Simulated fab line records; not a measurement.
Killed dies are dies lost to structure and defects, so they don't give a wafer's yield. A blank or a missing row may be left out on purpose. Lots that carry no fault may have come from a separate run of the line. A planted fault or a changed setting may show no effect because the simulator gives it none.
Check of tool commonality | flow berkeley-cmos170 | Sampled: 14 lots, 48 wafers

## REASON FOR OPENING
2 of 14 lots carry a flag on the reading V2_TEOS_THK at UCB170_V2_THK_MEAS_01. Fault-free wafers read 1999 nm, with a standard deviation of 23.
Rule: a lot gets a flag if all its wafers with a number sit over 4 standard deviations from that mean, or if no wafer of it has a number. The other lots count as sound.

lot  | measured     | on            | V2_TEOS_THK (nm), wafer by wafer | flag
L869 | day 8 23:16  | film-metro-04 | 1962 1996 1978                   |
L874 | day 9 13:23  | film-metro-02 | 1982 2008 2024                   |
L875 | day 9 13:41  | film-metro-04 | 1974 2022 2046                   |
L873 | day 9 13:55  | film-metro-02 | 2023 1979 2005                   |
L871 | day 9 14:07  | film-metro-01 | 1983 1951 2003                   |
L878 | day 10 10:07 | film-metro-04 | 1999 2031 2025                   |
L877 | day 10 10:29 | film-metro-01 | 1970 2009 2010                   |
L881 | day 11 05:49 | film-metro-02 | 1982 1983 1991                   |
L884 | day 11 20:57 | film-metro-02 | 1960 2026 2018                   |
L888 | day 11 22:31 | film-metro-02 | 2178 2202 2199 2179 2203 2199    | FLAGGED
L887 | day 11 22:40 | film-metro-04 | 1984 1965 2004                   |
L886 | day 11 23:04 | film-metro-02 | 2004 1987 2020                   |
L885 | day 11 23:23 | film-metro-04 | 2207 2205 2231 2207 2206 2231    | FLAGGED
L892 | day 13 03:46 | film-metro-04 | 1983 2005 2023                   |
Average over the flagged lots: 2204 nm; offset from the usual +205 nm, equal to +9 standard deviations.

## WHICH TOOL EACH LOT WENT THROUGH
3 process steps preceding the reading are held in the record, out of 331 steps in the route. Each cell gives the tool, then ch followed by the chambers the sampled wafers passed through, then the start.
lot  | flag    | UCB170_V1_CMP_02              | UCB170_M2_STRIP_07                   | UCB170_V2_CVD_00
L869 |         | cmp-01 ch 0,1, day 8 17:49    | plasma-asher-01 ch 0,1, day 8 21:13  | pecvd-01 ch 1,2, day 8 23:07
L874 |         | cmp-01 ch 0,1,2, day 9 06:39  | plasma-asher-01 ch 0,1, day 9 11:13  | pecvd-03 ch 0,1, day 9 13:14
L875 |         | cmp-02 ch 1,3, day 9 06:43    | plasma-asher-03 ch 0,1, day 9 11:27  | pecvd-02 ch 0,1,2, day 9 13:32
L873 |         | cmp-02 ch 0,2,3, day 9 06:25  | plasma-asher-02 ch 0,1, day 9 11:38  | pecvd-03 ch 0,1,2, day 9 13:45
L871 |         | cmp-01 ch 0,1,3, day 9 06:57  | plasma-asher-01 ch 0,1, day 9 11:40  | pecvd-02 ch 0,1,2, day 9 13:58
L878 |         | cmp-01 ch 0,1,3, day 10 02:57 | plasma-asher-02 ch 0,1, day 10 06:52 | pecvd-03 ch 0,1, day 10 09:52
L877 |         | cmp-02 ch 0,1,3, day 10 02:51 | plasma-asher-03 ch 0,1, day 10 07:46 | pecvd-01 ch 0,1, day 10 10:19
L881 |         | cmp-01 ch 2,3, day 10 22:20   | plasma-asher-03 ch 0,1, day 11 02:11 | pecvd-01 ch 0,2, day 11 05:38
L884 |         | cmp-02 ch 1,2,3, day 11 14:46 | plasma-asher-01 ch 0,1, day 11 17:49 | pecvd-02 ch 0,1,2, day 11 20:48
L888 | FLAGGED | cmp-01 ch 0,1, day 11 16:28   | plasma-asher-03 ch 0,1, day 11 20:01 | pecvd-01 ch 0,1, day 11 22:22
L887 |         | cmp-02 ch 1,2,3, day 11 16:31 | plasma-asher-02 ch 0,1, day 11 20:29 | pecvd-03 ch 0,1,2, day 11 22:31
L886 |         | cmp-01 ch 0,2, day 11 16:46   | plasma-asher-03 ch 0,1, day 11 20:44 | pecvd-02 ch 0,1, day 11 22:55
L885 | FLAGGED | cmp-02 ch 0,1,2, day 11 16:55 | plasma-asher-02 ch 0,1, day 11 20:51 | pecvd-01 ch 0,2, day 11 23:14
L892 |         | cmp-01 ch 1,2, day 12 22:11   | plasma-asher-03 ch 1, day 13 01:46   | pecvd-03 ch 1,2, day 13 03:37
What these steps do:
- UCB170_V1_CMP_02: polishes SiO2.
- UCB170_M2_STRIP_07: strips in O2.
- UCB170_V2_CVD_00: deposits SiO2 from TEOS/O2, target thk 2000 nm, time 250 s.
- UCB170_V2_THK_MEAS_01

## FLAGGED OVER TOTAL, TOOL BY TOOL (the gauges that took the reading come last)
step                  | tool            | lots run | flagged | share of the flagged lots | sound lots run after its first flagged lot
UCB170_V1_CMP_02      | cmp-01          | 8        | 1       | some                      | 2 (L886,L892)
UCB170_V1_CMP_02      | cmp-02          | 6        | 1       | some                      | 0
UCB170_M2_STRIP_07    | plasma-asher-01 | 4        | 0       | none                      | -
UCB170_M2_STRIP_07    | plasma-asher-02 | 4        | 1       | some                      | 0
UCB170_M2_STRIP_07    | plasma-asher-03 | 6        | 1       | some                      | 2 (L886,L892)
UCB170_V2_CVD_00      | pecvd-01        | 5        | 2       | all                       | 0
UCB170_V2_CVD_00      | pecvd-02        | 4        | 0       | none                      | -
UCB170_V2_CVD_00      | pecvd-03        | 5        | 0       | none                      | -
UCB170_V2_THK_MEAS_01 | film-metro-01   | 2        | 0       | none                      | -
UCB170_V2_THK_MEAS_01 | film-metro-02   | 6        | 1       | some                      | 1 (L886)
UCB170_V2_THK_MEAS_01 | film-metro-04   | 6        | 1       | some                      | 1 (L892)

## WHAT THE TABLE ALLOWS
All flagged lots share 1 row of the table, namely pecvd-01 at UCB170_V2_CVD_00.
- pecvd-01 at UCB170_V2_CVD_00: 2 of its 5 lots flagged. It ran its last sound lot, L881, at day 11 05:38 and its first flagged lot, L888, at day 11 22:22: a fault with its onset between the two fits. Its own readings (rf-fwd-power-W) fall more than 4 standard deviations out on all wafers of the flagged lots.
pecvd-01 at UCB170_V2_CVD_00 is the single tool remaining.

## WHAT THE SIMULATOR HAD INSERTED
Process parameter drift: pecvd-01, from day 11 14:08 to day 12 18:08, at UCB170_V2_CVD_00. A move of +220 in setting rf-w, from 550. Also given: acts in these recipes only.
Shown lots that were struck: L888, L885. Same finding as the rule above.
